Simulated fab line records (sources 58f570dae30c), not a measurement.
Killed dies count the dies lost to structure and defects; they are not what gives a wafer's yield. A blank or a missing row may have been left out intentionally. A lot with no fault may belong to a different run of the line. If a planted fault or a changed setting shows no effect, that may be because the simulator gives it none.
Which tool did it? | flow berkeley cmos170 | 6 lots with 18 wafers sampled at 2 steps, on a route of 331 steps

## WHAT EACH GAUGE READ, for each wafer
UCB170_PFIELD_TW_MEAS_09.
lot  | measured    | on            | PFIELD_TW
L151 | day 4 13:25 | film metro-03 | 608 610 615
L152 | day 5 05:47 | film metro-02 | 602 603 600
L154 | day 5 10:43 | film metro-02 | 601 600 601
L156 | day 5 22:17 | film metro-03 | 603 607 606
L161 | day 6 18:46 | film metro-04 | 542 545 547
L171 | day 8 20:04 | film metro-03 | 597 595 594

## WHAT TOOL EACH LOT RAN ON (gives the tool, then ch and the chambers of the sampled wafers, and finally the start)
lot  | UCB170_PFIELD_IMPLANT_07
L151 | implanter-02 ch 0, day 4 13:11
L152 | implanter-03 ch 0, day 5 05:32
L154 | implanter-01 ch 0, day 5 10:28
L156 | implanter-03 ch 0, day 5 22:04
L161 | implanter-01 ch 0, day 6 18:33
L171 | implanter-03 ch 0, day 8 19:49
- UCB170_PFIELD_IMPLANT_07

## THE ANSWER, worked out from the rows above alone
Rule: usual is defined by the lots themselves. Put in order of their means at a reading, lots are off if they are a third of the lots or fewer, leave a main group of 4 or more, and stand apart from it by a gap of 3 or more times the standard deviation of the main group's means; of several such gaps the widest counts. If all means in a main group match to the digits the tables above print for the reading, that group is not used. Also off: a lot with no number at a reading for which 4 or more lots have one. Any other lot the step has rows for is counted as sound.
Off: L161, seen at UCB170_PFIELD_TW_MEAS_09 (PFIELD_TW). The main group: mean 603, standard deviation 5.2.
If a tool, at a process step before that reading, ran all the lots that are off and no sound lot after the first of them, it fits. The gauges at UCB170_PFIELD_TW_MEAS_09 are tried like those tools. 2 tools fit, implanter-01 at UCB170_PFIELD_IMPLANT_07 and film metro-04 at UCB170_PFIELD_TW_MEAS_09, so this cannot tell which one it is.

## WHAT THE SIMULATOR PUT IN
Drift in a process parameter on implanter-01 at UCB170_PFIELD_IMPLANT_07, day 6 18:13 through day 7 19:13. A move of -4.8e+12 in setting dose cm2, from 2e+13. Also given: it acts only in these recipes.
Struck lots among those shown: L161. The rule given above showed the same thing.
